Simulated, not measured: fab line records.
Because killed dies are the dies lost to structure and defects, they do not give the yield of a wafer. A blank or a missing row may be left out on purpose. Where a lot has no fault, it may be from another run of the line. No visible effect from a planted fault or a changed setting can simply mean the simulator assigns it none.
Chamber matching + flow berkeley-cmos170 + UCB170_V2_CVD_00 on pecvd-02: 3 sister chambers
The step deposits SiO2 from TEOS/O2, target thk 2000 nm, time 250 s. 6 wafers are shown with their chamber, then 7 later ones without.

WAFERS, EACH WITH ITS CHAMBER
| wafer  | chamber | heater-power-w (W) |
|--------|---------|--------------------|
| L084.1 | 1       | 283                |
| L084.4 | 1       | 348                |
| L086.2 | 2       | 183                |
| L086.5 | 0       | 253                |
| L095.2 | 2       | 216                |
| L095.5 | 0       | 272                |

WAFERS MISSING THEIR CHAMBER
| wafer  | heater-power-w (W) |
|--------|--------------------|
| L095.6 | 251                |
| L093.2 | 226                |
| L093.3 | 354                |
| L093.6 | 154                |
| L097.3 | 219                |
| L097.4 | 180                |
| L097.5 | 260                |

EACH ONE'S CHAMBER
| wafer  | from the rows above          | in truth                   |
|--------|------------------------------|----------------------------|
| L095.6 | can't be placed: 0 or 2 or 1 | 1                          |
| L093.2 | can't be placed: 2 or 0      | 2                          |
| L093.3 | can't be placed: 1 or 0      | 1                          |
| L093.6 | 2                            | 2                          |
| L097.3 | can't be placed: 2 or 0      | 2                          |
| L097.4 | 2                            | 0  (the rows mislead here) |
| L097.5 | can't be placed: 0 or 1 or 2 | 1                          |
Correctly placed: 1 of 7. Cannot be placed on the basis of these rows: 5; the candidates contain the true chamber in 5. Wrongly placed: 1.
How it was worked out, from the rows above alone: a wafer's distance from a chamber is the root of the sum, over the readings, of the square of ((its reading less the chamber's mean) divided by the reading's scatter). If the next closest chamber is less than 2 further off than the closest, the wafer can't be placed; otherwise it belongs to the closest. Each chamber's mean is taken over the wafers shown for it. The scatter is the square root of a quotient: the sum, over the shown wafers, of each reading's squared deviation from its chamber's mean, divided by wafers minus chambers.
